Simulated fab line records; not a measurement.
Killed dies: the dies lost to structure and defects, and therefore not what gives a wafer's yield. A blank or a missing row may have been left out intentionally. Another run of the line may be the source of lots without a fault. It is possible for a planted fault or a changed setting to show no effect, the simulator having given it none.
A single fault, viewed from 2 desks || flow berkeley-cmos170 || what lay behind the numbers comes last; until then each desk has only its own

== DESK OF THE TOOL OWNER: wet-bench-02 ==
The tool's own readings at UCB170_FIELD_WET_ETCH_04 (etches SiO2 in dHF, time 60 s): means of the sampled wafers that have a number, for each lot that ran on this tool. If a lot's mean is further than 4 standard deviations from the usual mean, the lot is out of limits and carries the mark OUT (the distance appears in the brackets).
Columns: A = bath-heat-duty-pct at UCB170_FIELD_WET_ETCH_04, usual 6.2 %
{"lot": "L172", "first seen here": "day 5 22:19", "A": 5.0}
{"lot": "L174", "first seen here": "day 6 08:09", "A": 5.8}
{"lot": "L175", "first seen here": "day 6 08:09", "A": 5.4}
{"lot": "L177", "first seen here": "day 6 08:09", "A": 7.3}
{"lot": "L180", "first seen here": "day 7 08:04", "A": 7.1}
{"lot": "L181", "first seen here": "day 7 08:04", "A": 7.5}
{"lot": "L182", "first seen here": "day 7 16:11", "A": 5.5}
{"lot": "L188", "first seen here": "day 9 07:14", "A": 6.2}
{"lot": "L189", "first seen here": "day 9 07:14", "A": 6.5}
{"lot": "L191", "first seen here": "day 9 19:35", "A": 4.8}
{"lot": "L192", "first seen here": "day 9 19:35", "A": 5.8}
{"lot": "L193", "first seen here": "day 9 19:35", "A": 5.4}
This desk's finding: nothing out of limits on any of the 12 lots.

== METROLOGY DESK ==
Means of the sampled wafers that have a number, per lot and without regard to the tool the lot ran on: this is what the gauges read. If a lot's mean is further than 4 standard deviations from the usual mean, the lot is out of limits and carries the mark OUT (the distance appears in the brackets).
Columns: A = cd-nm at UCB170_CONTACT_CD_MEAS_90, usual 699.7 nm
{"lot": "L172", "first seen here": "day 8 11:42", "A": 702.6}
{"lot": "L177", "first seen here": "day 9 02:32", "A": 697.6}
{"lot": "L175", "first seen here": "day 9 05:46", "A": 700.3}
{"lot": "L174", "first seen here": "day 9 05:58", "A": 699.3}
{"lot": "L179", "first seen here": "day 9 20:01", "A": 701.2}
{"lot": "L181", "first seen here": "day 10 02:02", "A": 698.9}
{"lot": "L180", "first seen here": "day 10 03:20", "A": 698.9}
{"lot": "L182", "first seen here": "day 10 08:19", "A": 700.5}
{"lot": "L189", "first seen here": "day 11 23:47", "A": 699.7}
{"lot": "L188", "first seen here": "day 12 00:35", "A": 700.4}
{"lot": "L191", "first seen here": "day 12 16:42", "A": 701.8}
{"lot": "L194", "first seen here": "day 12 17:06", "A": 700.1}
{"lot": "L193", "first seen here": "day 12 17:23", "A": 699.7}
{"lot": "L192", "first seen here": "day 12 20:58", "A": 698.1}
This desk's finding: nothing out of limits on any of the 14 lots.

== BROUGHT TOGETHER ==
The desk of the tool owner found nothing out of limits.
From the metrology desk's view, nothing was out of limits.

== WHAT WAS PUT IN BY THE SIMULATOR ==
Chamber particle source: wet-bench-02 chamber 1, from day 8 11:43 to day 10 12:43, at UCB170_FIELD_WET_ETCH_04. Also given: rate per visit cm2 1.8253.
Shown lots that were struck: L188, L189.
